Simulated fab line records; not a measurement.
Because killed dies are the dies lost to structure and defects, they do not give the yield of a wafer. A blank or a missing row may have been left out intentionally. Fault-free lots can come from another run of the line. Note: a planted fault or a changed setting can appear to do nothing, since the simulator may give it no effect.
Which tool did it?	flow ritCmos	13 lots, 39 wafers sampled, at 6 steps of a route of 202

== WHAT EACH GAUGE READ, for each wafer ==
RIT_NRETRO_TW_MEAS_10. Usual: for NRETRO_TW the level is 1059 and the standard deviation is 4.7.
lot	measured	on	NRETRO_TW	flag
L479	day 2 10:04	filmMetro-01	1052 1060 1051	
L480	day 2 12:57	filmMetro-04	1057 1063 1063	
L481	day 2 16:26	filmMetro-04	1057 1063 1057	
L482	day 2 21:51	filmMetro-04	1059 1054 1063	
L483	day 3 03:25	filmMetro-04	1064 1061 1062	
L484	day 3 06:41	filmMetro-02	1062 1057 1058	
L486	day 3 18:46	filmMetro-02	1063 1064 1053	
L488	day 4 03:10	filmMetro-02	1065 1057 1056	
L489	day 4 08:19	filmMetro-01	1056 1056 1052	
L490	day 4 14:53	filmMetro-01	1056 1053 1055	
L493	day 5 04:14	filmMetro-01	31 31 31	OFF
L494	day 5 10:38	filmMetro-04	1061 1064 1065	
L502	day 7 20:01	filmMetro-02	1061 1068 1065	

RIT_PRETRO_TW_MEAS_10. Usual: for PRETRO_TW the level is 476.7 and the standard deviation is 2.6.
lot	measured	on	PRETRO_TW	flag
L479	day 2 11:37	filmMetro-03	477.6 477.7 478.5	
L480	day 2 14:37	filmMetro-02	474.2 475.5 479.4	
L481	day 2 17:59	filmMetro-02	478.2 475.5 477.0	
L482	day 2 23:32	filmMetro-03	473.5 477.6 476.3	
L483	day 3 04:58	filmMetro-02	480.5 481.6 480.5	
L484	day 3 08:21	filmMetro-01	477.3 476.4 475.5	
L486	day 3 20:21	filmMetro-01	475.6 478.1 476.3	
L488	day 4 04:43	filmMetro-03	476.3 471.3 473.6	
L489	day 4 09:59	filmMetro-03	474.9 475.9 476.4	
L490	day 4 17:00	filmMetro-03	475.0 477.1 476.2	
L493	day 5 05:55	filmMetro-03	59.3 57.0 58.4	OFF
L494	day 5 12:18	filmMetro-03	475.6 476.8 475.6	
L502	day 7 21:42	filmMetro-01	476.7 472.7 475.2	

RIT_SPACER_THK_MEAS_04. Usual: for SPACER_NITRIDE_THK the level is 249.4 nm and the standard deviation is 2.1.
lot	measured	on	SPACER_NITRIDE_THK (nm)	flag
L479	day 3 01:58	filmMetro-02	249.2 249.4 251.0	
L480	day 3 04:16	filmMetro-02	247.1 248.5 245.9	
L481	day 3 09:36	filmMetro-02	249.3 247.8 251.1	
L482	day 3 14:56	filmMetro-02	244.6 245.7 244.3	
L483	day 3 18:30	filmMetro-03	249.6 251.6 250.6	
L484	day 3 22:28	filmMetro-01	248.5 248.7 249.4	
L486	day 4 13:25	filmMetro-02	253.2 250.2 251.0	
L488	day 4 19:17	filmMetro-03	249.6 251.0 249.7	
L489	day 5 02:13	filmMetro-01	250.0 251.8 248.2	
L490	day 5 11:14	filmMetro-03	251.5 251.9 253.5	
L493	day 5 20:59	filmMetro-01	247.5 248.0 245.1	
L494	day 6 03:02	filmMetro-01	249.5 249.2 247.7	
L502	day 8 20:20	filmMetro-03	250.7 250.5 250.6	

RIT_NSD_TW_MEAS_10. Usual: for NSD_TW the level is 3135 and the standard deviation is 17.
lot	measured	on	NSD_TW	flag
L479	day 3 03:40	filmMetro-01	3121 3107 3123	
L480	day 3 05:56	filmMetro-01	3130 3119 3136	
L481	day 3 11:14	filmMetro-01	3124 3122 3127	
L482	day 3 16:41	filmMetro-02	3139 3138 3153	
L483	day 3 20:27	filmMetro-02	3145 3150 3159	
L484	day 4 00:10	filmMetro-02	3138 3145 3148	
L486	day 4 14:59	filmMetro-02	3153 3145 3141	
L488	day 4 20:59	filmMetro-04	3125 3140 3133	
L489	day 5 03:55	filmMetro-01	3123 3115 3105	
L490	day 5 12:55	filmMetro-01	3099 3117 3101	
L493	day 5 22:40	filmMetro-04	3142 3152 3148	
L494	day 6 04:44	filmMetro-02	3131 3136 3130	
L502	day 8 22:17	filmMetro-04	3151 3167 3141	

== EACH LOT AND THE TOOL THAT RAN IT (in order: tool; ch and the chambers of the sampled wafers; start) ==
lot	RIT_NWELL_STRIP_09	RIT_SPACER_ETCHBACK_05
L479	plasmaAsher-04 ch 0,1, day 2 00:47	rieDiel-03 ch 0,2,3, day 3 02:00
L480	plasmaAsher-03 ch 0, day 2 04:11	rieDiel-04 ch 0,2,3, day 3 04:19
L481	plasmaAsher-01 ch 0,1, day 2 06:54	rieDiel-03 ch 0,3, day 3 09:38
L482	plasmaAsher-01 ch 0,1, day 2 13:11	rieDiel-01 ch 1,3, day 3 14:59
L483	plasmaAsher-01 ch 1, day 2 18:40	rieDiel-04 ch 1,2,3, day 3 18:34
L484	plasmaAsher-01 ch 0,1, day 2 21:49	rieDiel-03 ch 1,2, day 3 22:31
L486	plasmaAsher-04 ch 0,1, day 3 09:22	rieDiel-03 ch 0,1,2, day 4 13:28
L488	plasmaAsher-04 ch 0,1, day 3 18:26	rieDiel-04 ch 0,1,3, day 4 19:20
L489	plasmaAsher-01 ch 0,1, day 3 22:35	rieDiel-04 ch 0,1, day 5 02:16
L490	plasmaAsher-01 ch 0,1, day 4 06:04	rieDiel-03 ch 0,2,3, day 5 11:17
L493	plasmaAsher-01 ch 0,1, day 4 19:11	rieDiel-04 ch 0,1, day 5 21:02
L494	plasmaAsher-04 ch 0,1, day 5 01:52	rieDiel-04 ch 0,1,3, day 6 03:06
L502	plasmaAsher-01 ch 0,1, day 7 05:54	rieDiel-03 ch 0,1,2, day 8 20:23
- RIT_NWELL_STRIP_09: strips in O2, time 180 s.
- RIT_SPACER_ETCHBACK_05: etches Si3N4 in SF6/CHF3, stops on SiO2, target depth 250 nm, time 240 s.

== AS READ BY THE TOOLS THEMSELVES (means over the sampled wafers that have a number; for cases with no such wafer, the mark the record gives instead) ==
RIT_NWELL_STRIP_09. Usual: drypumpMotorCurrentA 5.46 A, standard deviation 0.3; runLengthS 208.5 s, standard deviation 0.44.
lot	tool	drypumpMotorCurrentA (A)	runLengthS (s)	flag
L479	plasmaAsher-04	5.32	208.0	
L480	plasmaAsher-03	6.25	208.0	
L481	plasmaAsher-01	5.42	208.4	
L482	plasmaAsher-01	5.59	208.7	
L483	plasmaAsher-01	5.27	208.7	
L484	plasmaAsher-01	5.42	208.6	
L486	plasmaAsher-04	5.25	208.7	
L488	plasmaAsher-04	5.31	208.6	
L489	plasmaAsher-01	5.44	208.6	
L490	plasmaAsher-01	5.42	208.7	
L493	plasmaAsher-01	5.58	72.1	OFF
L494	plasmaAsher-04	5.26	208.7	
L502	plasmaAsher-01	5.58	208.5	

RIT_SPACER_ETCHBACK_05. Usual: drypumpMotorCurrentA 5.7 A, standard deviation 0.47; oesProductAu 0.845 a.u., standard deviation 0.014; throttleValvePct 10.29 %, standard deviation 0.14.
lot	tool	drypumpMotorCurrentA (A)	oesProductAu (a.u.)	throttleValvePct (%)	flag
L479	rieDiel-03	5.3	0.844	10.28	
L480	rieDiel-04	5.9	0.850	10.25	
L481	rieDiel-03	5.0	0.838	10.31	
L482	rieDiel-01	5.6	0.815	10.09	
L483	rieDiel-04	5.7	0.863	10.36	
L484	rieDiel-03	5.7	0.848	10.23	
L486	rieDiel-03	5.4	0.850	10.27	
L488	rieDiel-04	6.1	0.856	10.39	
L489	rieDiel-04	5.9	0.848	10.45	
L490	rieDiel-03	5.3	0.847	10.28	
L493	rieDiel-04	6.0	0.835	10.44	
L494	rieDiel-04	6.1	0.835	10.41	
L502	rieDiel-03	5.4	0.850	10.27	

== THE ANSWER, worked out from the rows above alone ==
Rule: a lot counts as off when the mean over its wafers that have a number is more than 3 standard deviations away from the usual mean. A lot without any number at a reading at which 4 lots or more have one is off too. Where the step has rows for the other lots, those lots are counted as sound. The gauges are gone through in route order, then the tools' own readings, and for those a lot's mean is taken as printed above. The first step at which some lot is off is used, and at that step the reading that is off furthest; a lot without a number counts as furthest.
Off: L493, seen at RIT_NRETRO_TW_MEAS_10 (NRETRO_TW).
If a tool, at a process step before that reading, ran all the lots that are off and no sound lot after the first of them, it fits. Not tried: the gauges at RIT_NRETRO_TW_MEAS_10; whatever is off there is also off at RIT_PRETRO_TW_MEAS_10, on other tools, and gauge error can't account for it. Not one of the candidates tried fits.

== WHAT HAD BEEN PUT IN BY THE SIMULATOR ==
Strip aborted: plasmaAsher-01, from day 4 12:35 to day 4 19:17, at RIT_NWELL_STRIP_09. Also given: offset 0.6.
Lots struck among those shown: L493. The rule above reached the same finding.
